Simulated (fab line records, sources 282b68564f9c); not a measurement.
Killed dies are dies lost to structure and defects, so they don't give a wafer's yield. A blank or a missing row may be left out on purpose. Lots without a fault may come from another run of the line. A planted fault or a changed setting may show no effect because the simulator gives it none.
A struck lot beside a sound one | flow rit_cmos | 18 steps out of a route of 202
Sound: wafers L503.1, L503.3, L503.4. Struck: wafers L515.1, L515.2, L515.5. The cause comes at the end.
At each step with rows: each side's tool, then ch and its chambers, then its first start. Under that, the readings that differ: sound wafers | struck wafers | difference of the means | sigmas: that difference in standard deviations of wafers without a fault.
alike: readings whose means differ by less than 2 such deviations, and words and numbers that are the same on both sides. not compared: withheld readings, readings that some wafer has no value for, bounds like >300 that may hide the same value, and numbers for which the record gives no deviation and whose values overlap.
The two part at a step that has a row with sigmas, a row that says differs or no value, or rows on one side only. Numbers that don't overlap but have no deviation are shown without sigmas and don't part them. A reading that every wafer of one side lacks parts them only if that side has two wafers or more.

first, 4 steps without rows for these wafers: RIT_PSD_SOFTBAKE_02 (time 60 s); RIT_PSD_EXPOSE_03 (exposes mask M10, target cd 40900 nm); RIT_PSD_PEB_04; RIT_PSD_DEVELOP_05 (develop time 50 s).
RIT_PSD_OVL_MEAS_06:
  sound on overlay-02, day 3 22:32; struck on overlay-02, day 6 09:41
  alike: PSD_OVL
then, 2 steps without rows for these wafers: RIT_PSD_HARDBAKE_07 (time 60 s); RIT_PSD_IMPLANT_08.
RIT_PSD_STRIP_09: strips in O2, time 180 s.
  sound on plasma_asher-01 ch 0,1, day 3 22:52; struck on plasma_asher-01 ch 0,1, day 6 10:08
  alike: drypump_motor_current_A
  not compared: rf_hours_counter_h
RIT_PSD_TW_MEAS_10:
  sound on film_metro-02, day 3 23:02; struck on film_metro-04, day 6 10:19
  alike: PSD_TW
then, 3 steps without rows for these wafers: RIT_SDANNEAL_CLEAN_00 (cleans in SC1, time 600 s); RIT_SDANNEAL_CLEAN_01 (cleans in dHF, time 30 s); RIT_SDANNEAL_CLEAN_02 (cleans in SC2, time 600 s).
RIT_SDANNEAL_RTA_03: time 5 s.
  sound on rtp_anneal-02 ch 0, day 3 23:28; struck on rtp_anneal-02 ch 0, day 6 10:47
  alike: wafer_temp_C_max
RIT_SDANNEAL_RS_MEAS_04: measures by four-point-probe.
  sound on film_metro-04, day 3 23:32; struck on film_metro-02, day 6 10:50
  reading         | sound                | struck               | difference | sigmas
  PSD_RS (ohm/sq) | 115.73 115.80 115.99 | 113.66 113.77 113.25 | -2.28      | -8
RIT_SDANNEAL_RS_MEAS_05: measures by four-point-probe.
  sound on film_metro-04, day 3 23:39; struck on film_metro-02, day 6 10:58
  reading         | sound          | struck         | difference | sigmas
  NSD_RS (ohm/sq) | 84.9 85.2 84.8 | 84.0 83.9 83.9 | -1.0       | -3
RIT_SDANNEAL_RS_MEAS_06: measures by four-point-probe.
  sound on film_metro-04, day 3 23:46; struck on film_metro-02, day 6 11:05
  reading          | sound             | struck            | difference | sigmas
  PLDD_RS (ohm/sq) | 177.7 177.8 177.8 | 175.2 174.9 174.6 | -2.9       | -7
RIT_SDANNEAL_RS_MEAS_07: measures by four-point-probe.
  sound on film_metro-04, day 3 23:53; struck on film_metro-02, day 6 11:12
  alike: NLDD_RS
RIT_M1_PROBE_99:
  sound on prober-01, day 4 07:15; struck on prober-01, day 6 18:12
  reading                          | sound               | struck               | difference | sigmas
  model.etest.cap_p_gate.vfb_v (V) | 0.965 0.9606 0.9644 | 0.9775 0.9756 0.9765 | +0.0132    |
  alike: killed_at_M0_to_M3, killed_at_contacts, killed_at_front_end, killed_dies, killed_on_rim, killed_open, killed_short

WHERE THEY PART
First at RIT_SDANNEAL_RS_MEAS_04; last, within this record, at RIT_SDANNEAL_RS_MEAS_06. Later steps at which nothing parts them and some readings are alike: RIT_SDANNEAL_RS_MEAS_07, RIT_M1_PROBE_99.

WHY: what the simulator had put in
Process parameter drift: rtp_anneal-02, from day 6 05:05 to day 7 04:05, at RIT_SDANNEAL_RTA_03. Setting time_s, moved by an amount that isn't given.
